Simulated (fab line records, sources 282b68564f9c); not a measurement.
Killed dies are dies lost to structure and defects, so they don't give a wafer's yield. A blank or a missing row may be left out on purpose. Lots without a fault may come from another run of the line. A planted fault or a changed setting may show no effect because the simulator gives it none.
Problem report in the 8D (eight disciplines) form, filled by code | flow rit_cmos | the parts of the form that need people (team, actions taken, sign-off) are left out

1. THE PROBLEM
PSD_RS at RIT_SDANNEAL_RS_MEAS_04 reads a mean of 128.2 ohm/sq on 6 wafers of 2 lots; wafers without a fault read 116.1 ohm/sq with a standard deviation of 0.3. That is +40 standard deviations from the usual mean.
The step: measures by four-point-probe.
First seen on wafer L293.3, day 5 22:20, on film_metro-03. The record holds 42 wafers of 14 lots with a number at this step. Rule for "out", or "out of limits": more than 4 standard deviations from the usual mean. The other wafers with a number count as sound.

2. WHAT IT IS AND WHAT IT IS NOT
question                    | is                           | is not
which readings at this step | PSD_RS                       | -
which lots                  | L293, L295                   | L280, L281, L282, L283, L284, L285, L287, L290, L292, L296, L298, L302
which wafers of those lots  | all that have a number       | -
read on which gauges        | film_metro-02, film_metro-03 | film_metro-04
when                        | from day 5 22:20             | up to then (27 sound wafers); but 9 sound wafers of L296, L298, L302 came after

3. SUSPECTS, AND WHAT RULES EACH OUT
Counting: a tool at a process step up to the reading stays a suspect if it ran every lot that is out and no sound lot after the first of them.
- the gauge at RIT_SDANNEAL_RS_MEAS_04: ruled out. The wafers that are out were read on 2 gauges (film_metro-02, film_metro-03).
- rtp_anneal-02 at RIT_SDANNEAL_RTA_03 (time 5 s): kept. It ran every lot that is out, first L293 (day 5 22:15), and no sound lot after that; its last sound lot up to then is L287 (day 4 14:35).
Left after counting: rtp_anneal-02 at RIT_SDANNEAL_RTA_03.

4. THE CAUSE (what the simulator had put in)
Process parameter drift: rtp_anneal-02, from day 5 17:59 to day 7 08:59, at RIT_SDANNEAL_RTA_03. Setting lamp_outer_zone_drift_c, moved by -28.
Counting left only this tool.

5. THE CHAIN OF EFFECTS, in route order
Each row: a reading whose mean over the struck wafers that have a number lies more than 3 standard deviations from the usual. Only readings for which the record gives a usual standard deviation are gone through. hours: the time from each lot's start at the first step in this table that gives one to its start at this step, as a median over the lots. sigmas: the change in usual standard deviations.
hours | step                    | reading | usual        | on struck wafers | change | sigmas
0     | RIT_SDANNEAL_RS_MEAS_04 | PSD_RS  | 116.1 ohm/sq | 128.2            | +12.1  | +40
0     | RIT_SDANNEAL_RS_MEAS_06 | PLDD_RS | 178.7 ohm/sq | 191.1            | +12.4  | +23

6. WHAT WOULD HAVE CAUGHT IT SOONER
In this record the first reading out of limits at a measuring or inspecting step was taken at day 5 22:20, 4 hours after the fault began at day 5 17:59.
Of the tool readings at RIT_SDANNEAL_RTA_03 for which the record gives a usual standard deviation, none was out on any struck wafer, so an alarm limit of 4 standard deviations on them would not have fired.
Of the lots that are out (2), L295 began RIT_SDANNEAL_RTA_03 on rtp_anneal-02 after day 5 22:20. A hold on the tool at that time would have spared it.
